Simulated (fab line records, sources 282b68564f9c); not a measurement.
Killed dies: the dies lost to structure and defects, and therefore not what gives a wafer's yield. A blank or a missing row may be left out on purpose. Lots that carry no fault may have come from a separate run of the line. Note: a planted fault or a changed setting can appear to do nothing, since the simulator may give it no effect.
fab line records	flow rit_cmos	part 1 of 2: steps 1 to 30 of 31
record: lots: 5	wafers: 23
route steps=202 shown ACTIVE@4 FOX2@23 PWELL@40 WELLDRIVE@50 NRETRO@54 PRETRO@65 GATE@89 PLDD@115 M1@202
start_h: start of the lot's first displayed wafer, in hours after the record's first day	wait_h: hours since the lot's step before	" repeats the value in the row above	L1.1+2: several wafers, shown together as one row	- no value present, or no start provided	* or withheld: withheld	< > ~ a bound
route shown NAME@n: names a module that has steps shown in the file, with the first one's number in the route	usual: average and standard deviation across the fault-free wafers	same: alike in all rows	chamber/n: place in a boat	sites: the reading at each site	_std_site: standard deviation of those values	_edge_site: inner sites' mean taken away from outer sites' mean	radius_mm: how far each site lies from the wafer's centre	mask NAME#n: copy n	behind: the most recent tool/chamber to have shaped the wafer	hold: reason for holding the lot/hours on hold/outcome of the hold	device: names the non-switching transistor (n, p or np)	end of line: the tests these same wafers got at the end of their route	where a step has no rows: the recipe by itself	killed: not the wafer's yield, but the dies lost to structure and defects at the first sort	map: dies across one wafer; x = killed, . = not, _ = none there
set.NAME: the setting as run; set.NAME@STEP: as run at that earlier step	model.NAME: the simulator's own value behind a step, which no gauge read
lots where settings were altered on purpose, with a table for each step and a row for each wafer
== steps ==
step: RIT_ACTIVE_CVD_03
recipe: material: Si3N4	target_thk_nm: 150	temp_c: 810	precursor: SiH2Cl2/NH3	time_s: 1500	pressure_mtorr: 300	sih2cl2_flow_sccm: 60	nh3_flow_sccm: 150
lot.wafer	tool	chamber	start_h	wait_h	set.pressure_mtorr	model.Si3N4_of_ACTIVE_CVD_03.thk_nm
L076.1	-	-	-	0.1	300	150.8
L076.2	"	-	"	"	300	150
L076.4	"	-	"	"	300	149.4
L076.5	"	-	"	"	300	148.8
L076.6	"	-	"	"	300	149.8
L078.1	-	-	-	0.1	287.4	147.9
L078.2	"	-	"	"	287.4	147.7
L078.3	"	-	"	"	287.4	147.6
L078.5	"	-	"	"	287.4	146.7
L078.6	"	-	"	"	287.4	147.1
L079.1	lpcvd-01	1	37.66	0.6	300	150.2
L079.2	"	1	"	"	300	149.7
L079.6	"	1	"	"	300	149.4
L080.1	-	-	-	0.1	273.4	145.9
L080.2	"	-	"	"	273.4	147.4
L080.4	"	-	"	"	273.4	146.1
L080.5	"	-	"	"	273.4	146.2
L080.6	"	-	"	"	273.4	146.3
L082.1	-	-	-	0.1	321.4	152
L082.2	"	-	"	"	321.4	152.6
L082.3	"	-	"	"	321.4	153.9
L082.4	"	-	"	"	321.4	152.5
L082.6	"	-	"	"	321.4	151.2
step: RIT_ACTIVE_THK_MEAS_04
recipe: reads: Si3N4_of_ACTIVE_CVD_03
usual: ACTIVE_NITRIDE_THK: 150.4/1.7
lot.wafer	tool	chamber	start_h	wait_h	set.pressure_mtorr@ACTIVE_CVD_03	ACTIVE_NITRIDE_THK[nm]
L076.1	film_metro-03	-	-	-	300	150.8
L076.2	"	-	"	"	300	150.0
L076.4	"	-	"	"	300	149.2
L076.5	"	-	"	"	300	148.7
L076.6	"	-	"	"	300	149.7
L078.1	film_metro-01	-	-	-	287.4	148.0
L078.2	"	-	"	"	287.4	147.7
L078.3	"	-	"	"	287.4	147.7
L078.5	"	-	"	"	287.4	146.6
L078.6	"	-	"	"	287.4	147.1
L079.1	film_metro-02	-	39.08	0.0	300	150.0
L079.2	"	-	"	"	300	149.6
L079.6	"	-	"	"	300	149.4
L080.1	film_metro-02	-	-	-	273.4	145.8
L080.2	"	-	"	"	273.4	147.3
L080.4	"	-	"	"	273.4	146.0
L080.5	"	-	"	"	273.4	146.1
L080.6	"	-	"	"	273.4	146.3
L082.1	film_metro-01	-	-	-	321.4	152.0
L082.2	"	-	"	"	321.4	152.6
L082.3	"	-	"	"	321.4	154.0
L082.4	"	-	"	"	321.4	152.6
L082.6	"	-	"	"	321.4	151.1
step: RIT_ACTIVE_DEVELOP_10
recipe: resist: NOVOLAK	develop_time_s: 50	dev_temp_c: 23
lot.wafer	tool	chamber	start_h	wait_h	set.dev_temp_c
L076.1+2+4+5+6	litho_track-03	0	-	-	23
L078.1+2+3+5+6	litho_track-03	0	-	-	23
L079.1+2+6	litho_track-01	0	-	-	23
L080.1+4+6	litho_track-03	0	-	-	21.65
L080.2+5	"	0	"	"	23
L082.1+3+6	litho_track-04	0	-	-	20.69
L082.2+4	"	0	"	"	23
step: RIT_ACTIVE_HARDBAKE_12
recipe: resist: NOVOLAK	temp_c: 140	time_s: 60
step: RIT_ACTIVE_STRIP_14
recipe: chemistry: O2	time_s: 180	resist: NOVOLAK	platen_temp_c: withheld	power_w: 500	pressure_mtorr: 4000	o2_flow_sccm: 4000
step: RIT_ACTIVE_CLEAN_15
recipe: chemistry: SC1	mix: 3:3:50	time_s: 600	temp_c: 75
lot.wafer	tool	chamber	start_h	wait_h	set.pressure_mtorr@ACTIVE_CVD_03	model.Si3N4_of_ACTIVE_CVD_03.thk_nm
L076.1	wet_bench-03	1	26.10	0.1	300	150.8
L076.2	"	1	"	"	300	150
L076.4	"	1	"	"	300	149.4
L076.5	"	1	"	"	300	148.8
L076.6	"	1	"	"	300	149.8
L078.1	wet_bench-03	0	36.08	0.2	287.4	147.9
L078.2	"	0	"	"	287.4	147.7
L078.3	"	0	"	"	287.4	147.6
L078.5	"	0	"	"	287.4	146.7
L078.6	"	0	"	"	287.4	147.1
L079.1	wet_bench-03	1	40.87	0.1	300	149.8
L079.2	"	1	"	"	300	149.3
L079.6	"	1	"	"	300	149
L080.1	wet_bench-01	0	48.24	0.1	273.4	145.9
L080.2	"	0	"	"	273.4	147.4
L080.4	"	0	"	"	273.4	146.1
L080.5	"	0	"	"	273.4	146.2
L080.6	"	0	"	"	273.4	146.3
L082.1	wet_bench-03	2	55.33	0.1	321.4	152
L082.2	"	2	"	"	321.4	152.6
L082.3	"	2	"	"	321.4	153.9
L082.4	"	2	"	"	321.4	152.5
L082.6	"	2	"	"	321.4	151.2
step: RIT_FOX2_OXIDATION_00
recipe: temp_c: 1100	ambient: H2O	target_thk_a: 3507	p_h2o_torr: 720	ox_time_s: 1130
lot.wafer	tool	chamber	start_h	wait_h	set.ox_time_s	set.pressure_mtorr@ACTIVE_CVD_03	model.Si3N4_of_ACTIVE_CVD_03.thk_nm	model.SiO2_of_FOX2_OXIDATION_00.thk_nm
L076.1	-	-	-	1.8	1289	300	131.5	384.4
L076.2	"	-	"	"	1289	300	130.7	381.7
L076.4	"	-	"	"	1289	300	130	379.3
L076.5	"	-	"	"	1289	300	129.4	385.5
L076.6	"	-	"	"	1289	300	130.5	379.3
L078.1	-	-	-	0.0	1130	287.4	129.2	350.2
L078.2	"	-	"	"	1130	287.4	129	352.4
L078.3	"	-	"	"	1130	287.4	128.9	349.6
L078.5	"	-	"	"	1130	287.4	128	347.8
L078.6	"	-	"	"	1130	287.4	128.4	349.3
L079.1	furnace-03	0	46.08	0.2	1130	300	131.4	364.6
L079.2	"	0	"	"	1130	300	130.9	352.8
L079.6	"	0	"	"	1130	300	130.6	364.2
L080.1	-	-	-	0.3	1130	273.4	127.1	364.1
L080.2	"	-	"	"	1130	273.4	128.6	358.6
L080.4	"	-	"	"	1130	273.4	127.3	361.6
L080.5	"	-	"	"	1130	273.4	127.4	361.9
L080.6	"	-	"	"	1130	273.4	127.4	358.8
L082.1	-	-	-	0.0	988	321.4	133.7	329.3
L082.2	"	-	"	"	988	321.4	134.3	335.9
L082.3	"	-	"	"	988	321.4	135.6	331.3
L082.4	"	-	"	"	988	321.4	134.2	321.5
L082.6	"	-	"	"	988	321.4	132.9	338
step: RIT_FOX2_CLEAN_02
recipe: chemistry: dHF	dilution: 50:1	time_s: 180
step: RIT_FOX2_WET_ETCH_03
recipe: chemistry: H3PO4	target: Si3N4	target_depth_nm: 195	temp_c: 165	time_s: 2700
step: RIT_FOX2_THK_MEAS_90
recipe: reads: SiO2_of_FOX2_OXIDATION_00
usual: FIELD_OXIDE_LEFT_1_THK: 331/5
lot.wafer	tool	chamber	start_h	wait_h	set.ox_time_s@FOX2_OXIDATION_00	FIELD_OXIDE_LEFT_1_THK[nm]
L076.1	film_metro-03	-	35.07	0.0	1289	357
L076.2	"	-	"	"	1289	355
L076.4	"	-	"	"	1289	352
L076.5	"	-	"	"	1289	358
L076.6	"	-	"	"	1289	352
L078.1	film_metro-04	-	40.20	0.0	1130	323
L078.2	"	-	"	"	1130	325
L078.3	"	-	"	"	1130	323
L078.5	"	-	"	"	1130	321
L078.6	"	-	"	"	1130	322
L079.1	film_metro-02	-	48.35	0.0	1130	337
L079.2	"	-	"	"	1130	325
L079.6	"	-	"	"	1130	337
L080.1	film_metro-03	-	53.24	0.0	1130	337
L080.2	"	-	"	"	1130	331
L080.4	"	-	"	"	1130	334
L080.5	"	-	"	"	1130	334
L080.6	"	-	"	"	1130	331
L082.1	film_metro-02	-	60.11	0.0	988	302
L082.2	"	-	"	"	988	309
L082.3	"	-	"	"	988	304
L082.4	"	-	"	"	988	294
L082.6	"	-	"	"	988	311
step: RIT_PWELL_COAT_01
recipe: resist: NOVOLAK	spin_rpm: 2000	resist_thk_nm: 1300
lot.wafer	tool	chamber	start_h	wait_h	set.spin_rpm	model.NOVOLAK_of_PWELL_COAT_01.thk_nm
L076.1	litho_track-04	0	36.85	0.1	2148	1247
L076.2	"	0	"	"	2000	1292
L076.4	"	0	"	"	2148	1245
L076.5	"	0	"	"	2148	1250
L076.6	"	0	"	"	2000	1296
L078.1	litho_track-01	0	42.09	0.1	2106	1262
L078.2	"	0	"	"	2000	1296
L078.3	"	0	"	"	2000	1297
L078.5	"	0	"	"	2106	1261
L078.6	"	0	"	"	2000	1293
L079.1	litho_track-04	0	50.11	0.1	2000	1299
L079.2	"	0	"	"	2000	1303
L079.6	"	0	"	"	2000	1296
L080.1	litho_track-01	0	55.29	0.1	1896	1331
L080.2	"	0	"	"	1896	1332
L080.4	"	0	"	"	2000	1298
L080.5	"	0	"	"	2000	1297
L080.6	"	0	"	"	1896	1330
L082.1	litho_track-04	0	61.88	0.1	2000	1305
L082.2	"	0	"	"	1948	1320
L082.3	"	0	"	"	2000	1302
L082.4	"	0	"	"	1948	1319
L082.6	"	0	"	"	1948	1321
step: RIT_PWELL_SOFTBAKE_02
recipe: resist: NOVOLAK	temp_c: 90	time_s: 60
step: RIT_PWELL_EXPOSE_03
recipe: mask_id: M3	na: 0.57	target_cd_nm: 43700	dose_mj: 250
step: RIT_PWELL_DEVELOP_05
recipe: resist: NOVOLAK	develop_time_s: 68	dev_temp_c: 23
step: RIT_PWELL_HARDBAKE_07
recipe: resist: NOVOLAK	temp_c: 140	time_s: 120
lot.wafer	tool	chamber	start_h	wait_h	set.spin_rpm@PWELL_COAT_01	model.NOVOLAK_of_PWELL_COAT_01.thk_nm
L076.1	litho_track-02	0	37.93	0.1	2148	1092
L076.2	"	0	"	"	2000	1130
L076.4	"	0	"	"	2148	1090
L076.5	"	0	"	"	2148	1094
L076.6	"	0	"	"	2000	1133
L078.1	litho_track-04	0	42.98	0.0	2106	1105
L078.2	"	0	"	"	2000	1133
L078.3	"	0	"	"	2000	1135
L078.5	"	0	"	"	2106	1104
L078.6	"	0	"	"	2000	1131
L079.1	litho_track-04	0	51.16	0.1	2000	1136
L079.2	"	0	"	"	2000	1139
L079.6	"	0	"	"	2000	1133
L080.1	litho_track-04	0	56.05	0.0	1896	1163
L080.2	"	0	"	"	1896	1164
L080.4	"	0	"	"	2000	1135
L080.5	"	0	"	"	2000	1134
L080.6	"	0	"	"	1896	1162
L082.1	litho_track-01	0	62.65	0.0	2000	1141
L082.2	"	0	"	"	1948	1154
L082.3	"	0	"	"	2000	1139
L082.4	"	0	"	"	1948	1153
L082.6	"	0	"	"	1948	1155
step: RIT_PWELL_IMPLANT_08
recipe: species: B	energy_kev: 170	dose_cm2: 7e+13	tilt_deg: 7
lot.wafer	tool	chamber	start_h	wait_h	set.dose_cm2
L076.1+5	implanter-02	0	38.18	0.2	7e+13
L076.2+4+6	"	0	"	"	7.19e+13
L078.1+3	implanter-01	0	43.23	0.2	6.783e+13
L078.2+5+6	"	0	"	"	7e+13
L079.1+2+6	implanter-02	0	51.41	0.2	7e+13
L080.1+2+4+5+6	implanter-04	0	56.30	0.2	7e+13
L082.1+2+4	implanter-01	0	62.90	0.2	7e+13
L082.3+6	"	0	"	"	7.335e+13
step: RIT_PWELL_STRIP_09
recipe: chemistry: O2	time_s: 180	resist: NOVOLAK	platen_temp_c: withheld	power_w: 500	pressure_mtorr: 4000	o2_flow_sccm: 4000
step: RIT_PWELL_TW_MEAS_10
usual: PWELL_TW: 954/5.5
lot.wafer	tool	chamber	start_h	wait_h	set.dose_cm2@PWELL_IMPLANT_08	PWELL_TW
L076.1	film_metro-02	-	38.50	0.1	7e+13	954
L076.2	"	-	"	"	7.19e+13	962
L076.4	"	-	"	"	7.19e+13	960
L076.5	"	-	"	"	7e+13	955
L076.6	"	-	"	"	7.19e+13	956
L078.1	film_metro-02	-	43.55	0.1	6.783e+13	935
L078.2	"	-	"	"	7e+13	954
L078.3	"	-	"	"	6.783e+13	938
L078.5	"	-	"	"	7e+13	954
L078.6	"	-	"	"	7e+13	950
L079.1	film_metro-02	-	51.74	0.1	7e+13	957
L079.2	"	-	"	"	7e+13	960
L079.6	"	-	"	"	7e+13	954
L080.1	film_metro-01	-	56.63	0.1	7e+13	948
L080.2	"	-	"	"	7e+13	949
L080.4	"	-	"	"	7e+13	952
L080.5	"	-	"	"	7e+13	947
L080.6	"	-	"	"	7e+13	952
L082.1	film_metro-02	-	63.23	0.1	7e+13	960
L082.2	"	-	"	"	7e+13	961
L082.3	"	-	"	"	7.335e+13	978
L082.4	"	-	"	"	7e+13	957
L082.6	"	-	"	"	7.335e+13	974
step: RIT_WELLDRIVE_ANNEAL_00
recipe: temp_c: 1100	time_s: 14700	ambient: N2
step: RIT_WELLDRIVE_RS_MEAS_02
recipe: thk_meas_gauge: four-point-probe
usual: PWELL_RS: 430.0/1.3
lot.wafer	tool	chamber	start_h	wait_h	set.dose_cm2@PWELL_IMPLANT_08	PWELL_RS[ohm/sq]
L076.1	film_metro-04	-	44.28	0.1	7e+13	428.8
L076.2	"	-	"	"	7.19e+13	421.2
L076.4	"	-	"	"	7.19e+13	422.4
L076.5	"	-	"	"	7e+13	430.2
L076.6	"	-	"	"	7.19e+13	422.7
L078.1	film_metro-02	-	50.01	0.1	6.783e+13	440.1
L078.2	"	-	"	"	7e+13	430.8
L078.3	"	-	"	"	6.783e+13	439.0
L078.5	"	-	"	"	7e+13	430.6
L078.6	"	-	"	"	7e+13	430.3
L079.1	film_metro-04	-	57.09	0.1	7e+13	429.9
L079.2	"	-	"	"	7e+13	430.4
L079.6	"	-	"	"	7e+13	430.8
L080.1	film_metro-04	-	62.90	0.1	7e+13	430.8
L080.2	"	-	"	"	7e+13	430.4
L080.4	"	-	"	"	7e+13	431.3
L080.5	"	-	"	"	7e+13	430.2
L080.6	"	-	"	"	7e+13	430.7
L082.1	film_metro-02	-	69.65	0.1	7e+13	429.3
L082.2	"	-	"	"	7e+13	430.1
L082.3	"	-	"	"	7.335e+13	416.3
L082.4	"	-	"	"	7e+13	430.2
L082.6	"	-	"	"	7.335e+13	417.1
step: RIT_NRETRO_COAT_01
recipe: resist: NOVOLAK	spin_rpm: 2000	resist_thk_nm: 1300
lot.wafer	tool	chamber	start_h	wait_h	set.resist_thk_nm	model.NOVOLAK_of_NRETRO_COAT_01.thk_nm
L076.1+5	litho_track-02	0	44.55	0.1	1273	1275
L076.2	"	0	"	"	1300	1298
L076.4	"	0	"	"	1300	1308
L076.6	"	0	"	"	1273	1276
L078.1	litho_track-01	0	50.28	0.1	1300	1308
L078.2	"	0	"	"	1335	1338
L078.3	"	0	"	"	1300	1303
L078.5	"	0	"	"	1300	1305
L078.6	"	0	"	"	1335	1340
L079.1	litho_track-03	0	57.40	0.1	1300	1300
L079.2	"	0	"	"	1300	1299
L079.6	"	0	"	"	1300	1303
L080.1	litho_track-02	0	63.17	0.1	1333	1334
L080.2	"	0	"	"	1300	1297
L080.4	"	0	"	"	1300	1296
L080.5	"	0	"	"	1333	1333
L080.6	"	0	"	"	1300	1299
L082.1	litho_track-03	0	69.92	0.1	1300	1303
L082.2+4	"	0	"	"	1300	1301
L082.3	"	0	"	"	1300	1302
L082.6	"	0	"	"	1300	1300
step: RIT_NRETRO_SOFTBAKE_02
recipe: resist: NOVOLAK	temp_c: 90	time_s: 60
lot.wafer	tool	chamber	start_h	wait_h	set.time_s
L076.1+2+5	litho_track-02	0	44.70	0.1	60
L076.4+6	"	0	"	"	65.57
L078.1+2	litho_track-01	0	50.43	0.1	60
L078.3+5+6	"	0	"	"	64.09
L079.1+2+6	litho_track-03	0	57.55	0.1	60
L080.1+6	litho_track-02	0	63.32	0.1	60
L080.2+4+5	"	0	"	"	64.96
L082.1+2+6	litho_track-03	0	70.07	0.1	60
L082.3+4	"	0	"	"	63.56
step: RIT_NRETRO_EXPOSE_03
recipe: mask_id: M4	na: 0.57	target_cd_nm: 43900	dose_mj: 250
step: RIT_NRETRO_PEB_04
recipe: resist: NOVOLAK	temp_c: withheld	time_s: withheld
step: RIT_NRETRO_DEVELOP_05
recipe: resist: NOVOLAK	develop_time_s: 68	dev_temp_c: 23
step: RIT_NRETRO_HARDBAKE_07
recipe: resist: NOVOLAK	temp_c: 140	time_s: 120
lot.wafer	tool	chamber	start_h	wait_h	set.resist_thk_nm@NRETRO_COAT_01	model.NOVOLAK_of_NRETRO_COAT_01.thk_nm
L076.1+5	litho_track-03	0	45.31	0.0	1273	1115
L076.2	"	0	"	"	1300	1136
L076.4	"	0	"	"	1300	1144
L076.6	"	0	"	"	1273	1116
L078.1	litho_track-02	0	51.35	0.2	1300	1144
L078.2	"	0	"	"	1335	1170
L078.3	"	0	"	"	1300	1139
L078.5	"	0	"	"	1300	1141
L078.6	"	0	"	"	1335	1172
L079.1	litho_track-02	0	58.16	0.0	1300	1137
L079.2	"	0	"	"	1300	1136
L079.6	"	0	"	"	1300	1139
L080.1	litho_track-02	0	64.06	0.0	1333	1166
L080.2+4	"	0	"	"	1300	1134
L080.5	"	0	"	"	1333	1165
L080.6	"	0	"	"	1300	1136
L082.1+3	litho_track-03	0	70.97	0.2	1300	1139
L082.2+4	"	0	"	"	1300	1138
L082.6	"	0	"	"	1300	1137
step: RIT_PRETRO_COAT_01
recipe: resist: NOVOLAK	spin_rpm: 2000	resist_thk_nm: 1300
lot.wafer	tool	chamber	start_h	wait_h	set.spin_rpm	model.NOVOLAK_of_PRETRO_COAT_01.thk_nm
L076.1	litho_track-01	0	46.10	0.1	1900	1325
L076.2	"	0	"	"	1900	1327
L076.4	"	0	"	"	2000	1290
L076.5	"	0	"	"	2000	1295
L076.6	"	0	"	"	2000	1293
L078.1	litho_track-04	0	52.14	0.1	2000	1298
L078.2	"	0	"	"	2000	1299
L078.3	"	0	"	"	1937	1319
L078.5	"	0	"	"	1937	1320
L078.6	"	0	"	"	2000	1300
L079.1	litho_track-04	0	58.95	0.1	2000	1299
L079.2	"	0	"	"	2000	1302
L079.6	"	0	"	"	2000	1298
L080.1	litho_track-04	0	64.98	0.1	2000	1307
L080.2	"	0	"	"	1886	1345
L080.4	"	0	"	"	1886	1342
L080.5	"	0	"	"	2000	1302
L080.6	"	0	"	"	2000	1301
L082.1	litho_track-04	0	71.76	0.1	2000	1294
L082.2	"	0	"	"	1931	1317
L082.3+4	"	0	"	"	2000	1297
L082.6	"	0	"	"	1931	1320
step: RIT_PRETRO_HARDBAKE_07
recipe: resist: NOVOLAK	temp_c: 140	time_s: 120
lot.wafer	tool	chamber	start_h	wait_h	set.temp_c	set.spin_rpm@PRETRO_COAT_01	model.NOVOLAK_of_PRETRO_COAT_01.thk_nm
L076.1	litho_track-01	0	46.99	0.0	140	1900	1159
L076.2	"	0	"	"	143.5	1900	1155
L076.4	"	0	"	"	140	2000	1128
L076.5	"	0	"	"	140	2000	1133
L076.6	"	0	"	"	143.5	2000	1126
L078.1+2	litho_track-01	0	52.90	0.0	140	2000	1136
L078.3	"	0	"	"	140	1937	1153
L078.5	"	0	"	"	140	1937	1154
L078.6	"	0	"	"	140	2000	1137
L079.1	litho_track-01	0	59.71	0.0	140	2000	1136
L079.2	"	0	"	"	140	2000	1138
L079.6	"	0	"	"	140	2000	1135
L080.1	litho_track-04	0	65.75	0.0	136.4	2000	1150
L080.2	"	0	"	"	140	1886	1176
L080.4	"	0	"	"	136.4	1886	1180
L080.5	"	0	"	"	140	2000	1138
L080.6	"	0	"	"	140	2000	1137
L082.1	litho_track-01	0	72.65	0.0	137.7	2000	1135
L082.2	"	0	"	"	140	1931	1151
L082.3	"	0	"	"	140	2000	1135
L082.4	"	0	"	"	137.7	2000	1139
L082.6	"	0	"	"	140	1931	1154
step: RIT_GATE_EXPOSE_13
recipe: mask_id: M6	na: 0.6	source_shape: conventional	sigma_outer: 0.6	target_cd_nm: 150	dose_mj: 380
lot.wafer	tool	chamber	start_h	wait_h	mask	set.dose_mj
L076.1+2+4	iline_stepper-01	0	52.33	0.1	M6#0	399.6
L076.5+6	"	0	"	"	M6#0	380
L078.1+3+6	iline_stepper-01	0	59.48	0.1	M6#0	357.5
L078.2+5	"	0	"	"	M6#0	380
L079.1+2+6	iline_stepper-02	0	66.87	0.2	M6#0	380
L080.1+2+4	iline_stepper-01	0	70.90	0.2	M6#0	380
L080.5+6	"	0	"	"	M6#0	371.3
L082.1+2+3+4+6	iline_stepper-01	0	82.09	0.2	M6#0	380
step: RIT_PLDD_COAT_01
recipe: resist: NOVOLAK	spin_rpm: 3250	resist_thk_nm: 1000
lot.wafer	tool	chamber	start_h	wait_h	set.resist_thk_nm	model.NOVOLAK_of_PLDD_COAT_01.thk_nm
L076.1	litho_track-01	0	58.14	0.1	1000	1002
L076.2	"	0	"	"	946.5	944.5
L076.4	"	0	"	"	946.5	946.1
L076.5	"	0	"	"	1000	1000
L076.6	"	0	"	"	1000	1001
L078.1	litho_track-02	0	67.09	0.1	1000	998.8
L078.2	"	0	"	"	1000	997.7
L078.3	"	0	"	"	1000	995.6
L078.5	"	0	"	"	1000	997.1
L078.6	"	0	"	"	1000	994.9
L079.1	litho_track-01	0	73.33	0.1	1000	1002
L079.2	"	0	"	"	1000	1003
L079.6	"	0	"	"	1000	999.1
L080.1	litho_track-01	0	76.56	0.1	970.9	970.5
L080.2	"	0	"	"	970.9	971.6
L080.4	"	0	"	"	1000	999
L080.5	"	0	"	"	1000	1001
L080.6	"	0	"	"	1000	997.9
L082.1+2	litho_track-02	0	87.96	0.1	1055	1058
L082.3	"	0	"	"	1000	1001
L082.4	"	0	"	"	1055	1055
L082.6	"	0	"	"	1000	999.9
== key ==
split: step: RIT_ACTIVE_CVD_03	setting: pressure_mtorr	stated: 300	by: lot
response: step: RIT_ACTIVE_CVD_03	reading: model.Si3N4_of_ACTIVE_CVD_03.thk_nm	change: +0.396	per: 1%	r: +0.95
response: step: RIT_ACTIVE_THK_MEAS_04	reading: ACTIVE_NITRIDE_THK	change: +0.398	per: 1%	r: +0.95
response: step: RIT_ACTIVE_CLEAN_15	reading: model.Si3N4_of_ACTIVE_CVD_03.thk_nm	change: +0.393	per: 1%	r: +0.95
response: step: RIT_FOX2_OXIDATION_00	reading: model.Si3N4_of_ACTIVE_CVD_03.thk_nm	change: +0.421	per: 1%	r: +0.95
split: step: RIT_ACTIVE_DEVELOP_10	setting: dev_temp_c	stated: 23	by: wafer
response none clear
split: step: RIT_FOX2_OXIDATION_00	setting: ox_time_s	stated: 1130	by: lot
response: step: RIT_FOX2_OXIDATION_00	reading: model.SiO2_of_FOX2_OXIDATION_00.thk_nm	change: +1.9	per: 1%	r: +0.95
response: step: RIT_FOX2_THK_MEAS_90	reading: FIELD_OXIDE_LEFT_1_THK	change: +1.9	per: 1%	r: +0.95
split: step: RIT_PWELL_COAT_01	setting: spin_rpm	stated: 2000	by: wafer
response: step: RIT_PWELL_COAT_01	reading: model.NOVOLAK_of_PWELL_COAT_01.thk_nm	change: -6.3	per: 1%	r: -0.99
response: step: RIT_PWELL_HARDBAKE_07	reading: model.NOVOLAK_of_PWELL_COAT_01.thk_nm	change: -5.43	per: 1%	r: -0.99
split: step: RIT_PWELL_IMPLANT_08	setting: dose_cm2	stated: 7e+13	by: wafer
response: step: RIT_PWELL_TW_MEAS_10	reading: PWELL_TW	change: +3.56	per: 1%	r: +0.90
response: step: RIT_WELLDRIVE_RS_MEAS_02	reading: PWELL_RS	change: -2.79	per: 1%	r: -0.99
split: step: RIT_NRETRO_COAT_01	setting: resist_thk_nm	stated: 1300	by: wafer
response: step: RIT_NRETRO_COAT_01	reading: model.NOVOLAK_of_NRETRO_COAT_01.thk_nm	change: +13.4	per: 1%	r: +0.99
response: step: RIT_NRETRO_HARDBAKE_07	reading: model.NOVOLAK_of_NRETRO_COAT_01.thk_nm	change: +11.5	per: 1%	r: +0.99
split: step: RIT_NRETRO_SOFTBAKE_02	setting: time_s	stated: 60	by: wafer
response none clear
split: step: RIT_PRETRO_COAT_01	setting: spin_rpm	stated: 2000	by: wafer
response: step: RIT_PRETRO_COAT_01	reading: model.NOVOLAK_of_PRETRO_COAT_01.thk_nm	change: -6.8	per: 1%	r: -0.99
response: step: RIT_PRETRO_HARDBAKE_07	reading: model.NOVOLAK_of_PRETRO_COAT_01.thk_nm	change: -5.77	per: 1%	r: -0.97
split: step: RIT_PRETRO_HARDBAKE_07	setting: temp_c	stated: 140	by: wafer
response none clear
split: step: RIT_GATE_EXPOSE_13	setting: dose_mj	stated: 380	by: wafer
response: step: RIT_M1_PROBE_99	reading: model.etest.pmos_0p15.r_on_ohm_um	change: -116	per: 1%	r: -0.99
response: step: RIT_M1_PROBE_99	reading: model.etest.pmos_turned.r_on_ohm_um	change: -109	per: 1%	r: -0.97
response: step: RIT_M1_PROBE_99	reading: model.etest.pmos_0p3.r_on_ohm_um	change: -61.5	per: 1%	r: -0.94
response: step: RIT_M1_PROBE_99	reading: model.etest.nmos_0p15.drive_ua_um	change: +25.7	per: 1%	r: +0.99
response: step: RIT_M1_PROBE_99	reading: model.etest.nmos_0p15.r_on_ohm_um	change: -35.3	per: 1%	r: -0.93
response: step: RIT_M1_PROBE_99	reading: model.etest.pmos_0p15.drive_ua_um	change: +16.4	per: 1%	r: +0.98
response: step: RIT_M1_PROBE_99	reading: model.etest.npoly_line.line_ohm_um	change: +12.8	per: 1%	r: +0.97
response: step: RIT_M1_PROBE_99	reading: model.etest.ppoly_line.line_ohm_um	change: +11.9	per: 1%	r: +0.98
split: step: RIT_PLDD_COAT_01	setting: resist_thk_nm	stated: 1000	by: wafer
response: step: RIT_PLDD_COAT_01	reading: model.NOVOLAK_of_PLDD_COAT_01.thk_nm	change: +10.3	per: 1%	r: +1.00
